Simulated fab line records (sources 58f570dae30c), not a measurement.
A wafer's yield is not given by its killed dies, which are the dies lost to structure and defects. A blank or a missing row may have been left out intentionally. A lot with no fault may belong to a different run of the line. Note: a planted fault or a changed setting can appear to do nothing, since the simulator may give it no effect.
The tool behind it: which one?	flow berkeley_cmos170	Sampling: 12 lots, 36 wafers, 5 of 331 route steps

== WHAT EACH GAUGE READ, for each wafer ==
UCB170_PWELL_THK_MEAS_03. Usual: for PWELL_OXIDE_THK the level is 26.1 nm and the standard deviation is 0.54.
lot	measured	on	PWELL_OXIDE_THK (nm)	flag
L699	day 3 06:38	film_metro-01	25.9 26.0 26.0	
L700	day 3 06:38	film_metro-04	25.0 24.8 25.0	
L702	day 3 12:17	film_metro-02	26.2 25.8 25.8	
L701	day 3 12:19	film_metro-04	25.7 25.7 26.0	
L703	day 3 22:06	film_metro-01	25.7 26.1 26.1	
L709	day 5 05:28	film_metro-01	26.3 26.7 26.9	
L710	day 5 12:29	film_metro-04	26.2 26.1 26.5	
L712	day 5 19:47	film_metro-01	26.7 26.2 26.2	
L713	day 5 19:47	film_metro-04	26.2 26.9 26.6	
L716	day 6 14:17	film_metro-01	26.9 26.4 26.2	
L718	day 7 06:49	film_metro-02	26.1 26.3 26.0	
L721	day 7 13:46	film_metro-01	25.8 25.8 25.4	

UCB170_PWELL_OVL_MEAS_13. Usual: for PWELL_OVL the level is 0 nm and the standard deviation is 4.7.
lot	measured	on	PWELL_OVL (nm)	flag
L699	day 3 17:53	overlay-01	0 0 8	
L700	day 3 18:10	overlay-01	-6 -6 -11	
L702	day 3 18:11	overlay-02	-1 -5 -1	
L701	day 3 17:56	overlay-02	-5 -7 -2	
L703	day 4 06:00	overlay-02	4 -1 -6	
L709	day 5 15:21	overlay-01	1 6 0	
L710	day 5 21:29	overlay-02	-1 0 11	
L712	day 6 04:11	overlay-02	3 -1 -7	
L713	day 6 03:56	overlay-01	5 2 6	
L716	day 7 01:49	overlay-02	9 -1 1	
L718	day 7 16:59	overlay-01	1 8 -2	
L721	day 8 00:34	overlay-01	3 3 0	

UCB170_NVT_TW_MEAS_09. Usual: for NVT_TW the level is 525.1 and the standard deviation is 3.
lot	measured	on	NVT_TW	flag
L699	day 6 22:55	film_metro-01	524.9 525.0 524.7	
L700	day 6 22:35	film_metro-01	525.5 522.2 522.8	
L702	day 6 22:26	film_metro-03	530.4 527.1 529.8	
L701	day 6 22:53	film_metro-04	527.9 525.4 526.8	
L703	day 7 08:07	film_metro-04	521.0 520.9 521.8	
L709	day 8 15:49	film_metro-04	552.6 551.9 552.4	OFF
L710	day 9 02:08	film_metro-04	550.0 549.4 554.9	OFF
L712	day 9 02:23	film_metro-04	523.6 523.7 524.2	
L713	day 9 01:55	film_metro-01	520.8 524.6 523.5	
L716	day 10 00:43	film_metro-01	525.2 522.9 523.4	
L718	day 10 14:23	film_metro-01	525.0 525.9 523.1	
L721	day 11 04:51	film_metro-01	523.9 518.8 525.1	

UCB170_GATE_OVL_MEAS_13. Usual: for GATE_OVL the level is 1 nm and the standard deviation is 5.9.
lot	measured	on	GATE_OVL (nm)	flag
L699	day 7 11:56	overlay-02	-1 -8 5	
L700	day 7 11:49	overlay-01	6 5 -3	
L702	day 7 11:33	overlay-01	-5 -12 2	
L701	day 7 12:07	overlay-01	-1 -4 -7	
L703	day 8 04:19	overlay-02	-4 -8 -7	
L709	day 9 08:31	overlay-02	-2 3 -3	
L710	day 9 19:10	overlay-02	-1 5 3	
L712	day 9 19:06	overlay-01	-2 6 5	
L713	day 9 19:22	overlay-01	-1 -2 9	
L716	day 10 17:40	overlay-02	8 12 17	
L718	day 11 07:44	overlay-01	0 -9 1	
L721	day 12 01:22	overlay-02	11 3 11	

== WHAT TOOL EACH LOT RAN ON (gives the tool, then ch and the chambers of the sampled wafers, and finally the start) ==
lot	UCB170_NVT_IMPLANT_07
L699	implanter-03 ch 0, day 6 22:40
L700	implanter-03 ch 0, day 6 22:20
L702	implanter-03 ch 0, day 6 22:11
L701	implanter-02 ch 0, day 6 22:40
L703	implanter-02 ch 0, day 7 07:54
L709	implanter-02 ch 0, day 8 15:34
L710	implanter-02 ch 0, day 9 01:53
L712	implanter-03 ch 0, day 9 02:08
L713	implanter-03 ch 0, day 9 01:40
L716	implanter-03 ch 0, day 10 00:29
L718	implanter-03 ch 0, day 10 14:08
L721	implanter-01 ch 0, day 11 04:36
- UCB170_NVT_IMPLANT_07

== AS READ BY THE TOOLS THEMSELVES (means over the sampled wafers that have a number; for cases with no such wafer, the mark the record gives instead) ==
UCB170_NVT_IMPLANT_07. Usual: beam_energy_keV at 49.997, with a standard deviation of 0.016.
lot	tool	beam_energy_keV	flag
L699	implanter-03	50.020	
L700	implanter-03	49.992	
L702	implanter-03	49.993	
L701	implanter-02	49.982	
L703	implanter-02	49.990	
L709	implanter-02	60.979	OFF
L710	implanter-02	60.991	OFF
L712	implanter-03	50.014	
L713	implanter-03	49.999	
L716	implanter-03	49.990	
L718	implanter-03	50.001	
L721	implanter-01	49.988	

== THE ANSWER, worked out from the rows above alone ==
Rule: take the mean of a lot's wafers that have a number; if it is more than 3 standard deviations from the usual mean, the lot is off. A lot without any number at a reading at which 4 lots or more have one is off too. All remaining lots with rows at the step are treated as sound. First the gauges in route order, then the tools' own readings, where a lot's mean is used as printed above. The first step at which some lot is off is used, and at that step the reading that is off furthest; a lot without a number counts as furthest.
Off: at UCB170_NVT_TW_MEAS_09 (NVT_TW), L709, L710.
If a tool, at a process step before that reading, ran all the lots that are off and no sound lot after the first of them, it fits. Not tried: the gauges at UCB170_NVT_TW_MEAS_09; whatever is off there is also off at UCB170_NVT_IMPLANT_07, on other tools, and gauge error can't account for it. One fits: implanter-02 at UCB170_NVT_IMPLANT_07. Its last sound lot is L703 (day 7 07:54), its first lot that is off L709 (day 8 15:34): a fault that began between those two fits.
On the lots that are off, the tool's own readings at UCB170_NVT_IMPLANT_07 differ by more than 5 times the standard deviation of the sound lots' means, which bears it out; beam_energy_keV reads 60.985 there versus 49.997 on the sound lots.

== WHAT THE SIMULATOR HAD PUT IN ==
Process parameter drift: implanter-02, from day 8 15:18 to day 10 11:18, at UCB170_NVT_IMPLANT_07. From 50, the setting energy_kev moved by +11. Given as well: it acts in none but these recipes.
Struck lots among those shown: L709, L710. This agrees with what the rule above found.
